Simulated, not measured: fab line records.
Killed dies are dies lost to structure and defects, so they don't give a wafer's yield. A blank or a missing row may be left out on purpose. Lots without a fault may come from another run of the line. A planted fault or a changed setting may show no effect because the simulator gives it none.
Split-lot trial || flow berkeleyCmos170 || on a route of 331 steps: 5 lots, 23 wafers read

## ON THE SPLIT
At UCB170_PWELL_COAT_08 (resist thk 900 nm), the setting spinRpm was moved away from the recipe's 1500 rpm on 9 of the 23 wafers read, by -5.3% to +7.3%. For the rest of the wafers, this setting stayed at what the recipe calls for.

The reading comes from the split's own step.

## THE READING
KrF_of_PWELL_COAT_08.thkNm (the simulator's own value, which no gauge read), in nm, at UCB170_PWELL_COAT_08 (resist thk 900 nm). The file gives no usual value for it. The 14 wafers here that ran the recipe average 901.4 nm, standard deviation 2.1 nm.

{"wafer": "L074.1", "tool, chamber at the split": "lithoTrack-04, 0", "spinRpm as run, rpm": 1500, "against the recipe": "recipe", "KrF_of_PWELL_COAT_08.thkNm, nm": 905.6, "against lot-mates on the recipe": "-"}
{"wafer": "L074.3", "tool, chamber at the split": "lithoTrack-04, 0", "spinRpm as run, rpm": 1500, "against the recipe": "recipe", "KrF_of_PWELL_COAT_08.thkNm, nm": 902, "against lot-mates on the recipe": "-"}
{"wafer": "L074.4", "tool, chamber at the split": "lithoTrack-04, 0", "spinRpm as run, rpm": 1500, "against the recipe": "recipe", "KrF_of_PWELL_COAT_08.thkNm, nm": 903.5, "against lot-mates on the recipe": "-"}
{"wafer": "L077.1", "tool, chamber at the split": "lithoTrack-01, 0", "spinRpm as run, rpm": 1500, "against the recipe": "recipe", "KrF_of_PWELL_COAT_08.thkNm, nm": 899.8, "against lot-mates on the recipe": "-"}
{"wafer": "L077.2", "tool, chamber at the split": "lithoTrack-01, 0", "spinRpm as run, rpm": 1575, "against the recipe": "+5.0%", "KrF_of_PWELL_COAT_08.thkNm, nm": 879, "against lot-mates on the recipe": -21.5}
{"wafer": "L077.4", "tool, chamber at the split": "lithoTrack-01, 0", "spinRpm as run, rpm": 1575, "against the recipe": "+5.0%", "KrF_of_PWELL_COAT_08.thkNm, nm": 879.7, "against lot-mates on the recipe": -20.8}
{"wafer": "L077.5", "tool, chamber at the split": "lithoTrack-01, 0", "spinRpm as run, rpm": 1500, "against the recipe": "recipe", "KrF_of_PWELL_COAT_08.thkNm, nm": 901.3, "against lot-mates on the recipe": "-"}
{"wafer": "L077.6", "tool, chamber at the split": "lithoTrack-01, 0", "spinRpm as run, rpm": 1575, "against the recipe": "+5.0%", "KrF_of_PWELL_COAT_08.thkNm, nm": 878.4, "against lot-mates on the recipe": -22.1}
{"wafer": "L081.1", "tool, chamber at the split": "lithoTrack-01, 0", "spinRpm as run, rpm": 1500, "against the recipe": "recipe", "KrF_of_PWELL_COAT_08.thkNm, nm": 899.5, "against lot-mates on the recipe": "-"}
{"wafer": "L081.2", "tool, chamber at the split": "lithoTrack-01, 0", "spinRpm as run, rpm": 1500, "against the recipe": "recipe", "KrF_of_PWELL_COAT_08.thkNm, nm": 903.5, "against lot-mates on the recipe": "-"}
{"wafer": "L081.4", "tool, chamber at the split": "lithoTrack-01, 0", "spinRpm as run, rpm": 1500, "against the recipe": "recipe", "KrF_of_PWELL_COAT_08.thkNm, nm": 902.7, "against lot-mates on the recipe": "-"}
{"wafer": "L081.5", "tool, chamber at the split": "lithoTrack-01, 0", "spinRpm as run, rpm": 1500, "against the recipe": "recipe", "KrF_of_PWELL_COAT_08.thkNm, nm": 901.6, "against lot-mates on the recipe": "-"}
{"wafer": "L081.6", "tool, chamber at the split": "lithoTrack-01, 0", "spinRpm as run, rpm": 1500, "against the recipe": "recipe", "KrF_of_PWELL_COAT_08.thkNm, nm": 899.7, "against lot-mates on the recipe": "-"}
{"wafer": "L083.1", "tool, chamber at the split": "lithoTrack-01, 0", "spinRpm as run, rpm": 1420, "against the recipe": "-5.3%", "KrF_of_PWELL_COAT_08.thkNm, nm": 926, "against lot-mates on the recipe": "+27.6"}
{"wafer": "L083.2", "tool, chamber at the split": "lithoTrack-01, 0", "spinRpm as run, rpm": 1420, "against the recipe": "-5.3%", "KrF_of_PWELL_COAT_08.thkNm, nm": 925.6, "against lot-mates on the recipe": "+27.2"}
{"wafer": "L083.4", "tool, chamber at the split": "lithoTrack-01, 0", "spinRpm as run, rpm": 1500, "against the recipe": "recipe", "KrF_of_PWELL_COAT_08.thkNm, nm": 898.1, "against lot-mates on the recipe": "-"}
{"wafer": "L083.5", "tool, chamber at the split": "lithoTrack-01, 0", "spinRpm as run, rpm": 1500, "against the recipe": "recipe", "KrF_of_PWELL_COAT_08.thkNm, nm": 898.7, "against lot-mates on the recipe": "-"}
{"wafer": "L083.6", "tool, chamber at the split": "lithoTrack-01, 0", "spinRpm as run, rpm": 1420, "against the recipe": "-5.3%", "KrF_of_PWELL_COAT_08.thkNm, nm": 922.5, "against lot-mates on the recipe": "+24.1"}
{"wafer": "L085.1", "tool, chamber at the split": "lithoTrack-04, 0", "spinRpm as run, rpm": 1610, "against the recipe": "+7.3%", "KrF_of_PWELL_COAT_08.thkNm, nm": 868.8, "against lot-mates on the recipe": -32.9}
{"wafer": "L085.2", "tool, chamber at the split": "lithoTrack-04, 0", "spinRpm as run, rpm": 1610, "against the recipe": "+7.3%", "KrF_of_PWELL_COAT_08.thkNm, nm": 870.8, "against lot-mates on the recipe": -30.9}
{"wafer": "L085.3", "tool, chamber at the split": "lithoTrack-04, 0", "spinRpm as run, rpm": 1610, "against the recipe": "+7.3%", "KrF_of_PWELL_COAT_08.thkNm, nm": 871, "against lot-mates on the recipe": -30.6}
{"wafer": "L085.4", "tool, chamber at the split": "lithoTrack-04, 0", "spinRpm as run, rpm": 1500, "against the recipe": "recipe", "KrF_of_PWELL_COAT_08.thkNm, nm": 902.9, "against lot-mates on the recipe": "-"}
{"wafer": "L085.5", "tool, chamber at the split": "lithoTrack-04, 0", "spinRpm as run, rpm": 1500, "against the recipe": "recipe", "KrF_of_PWELL_COAT_08.thkNm, nm": 900.4, "against lot-mates on the recipe": "-"}

THE FIT
A straight line over all 23 wafers: KrF_of_PWELL_COAT_08.thkNm changes by -4.34 nm for each +1% of spinRpm; r = -0.99; the points scatter about the line by 1.9 nm.
The same after taking each lot's own level away (the mean of its wafers on the recipe; 23 wafers): -4.5 nm for each +1%; r = -1.00; scatter 1.6 nm.
On that fit, the largest move of spinRpm shifts the reading by 33 nm.
Across the lots, their own levels run from 898.40 to 903.70 nm, a range of 2.6 times the standard deviation given above.
Hence the lot-to-lot level has little effect on the slope; both slopes agree.
Check: with one of the wafers moved furthest among these (+7.3%) left out of the fit, the line predicts -32.3 nm for it against its lot-mates. It came out at -32.9 nm against them.

## OTHER SPLITS APPLIED TO THESE WAFERS
Note: prior to the reading, these wafers also went through further splits. Each is held against what the fit with the lots' levels taken away leaves over:
{"other split on the same wafers": "UCB170_NWELL_OXIDATION_01 tempC", "wafers away from the commonest value": 15, "r with KrF_of_PWELL_COAT_08.thkNm (lot level and that fit taken away)": -0.17}

## THE WHOLE CHAIN: every reading that the file lists as answering this split, in the file's order
{"step": "UCB170_PWELL_COAT_08", "what it does": "resist thk 900 nm", "reading": "KrF_of_PWELL_COAT_08.thkNm (the simulator's own value, which no gauge read)", "change (the file's fit)": "-4.46 nm for each +1% of the setting", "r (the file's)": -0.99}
{"step": "UCB170_PWELL_STRIP_16", "what it does": "strips in O2", "reading": "stripTimeToEndpointS", "change (the file's fit)": "withheld for each +1% of the setting", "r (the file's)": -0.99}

## THE FILE'S OWN FIT
KrF_of_PWELL_COAT_08.thkNm changes by -4.46 nm for each +1% of spinRpm, r = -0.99.
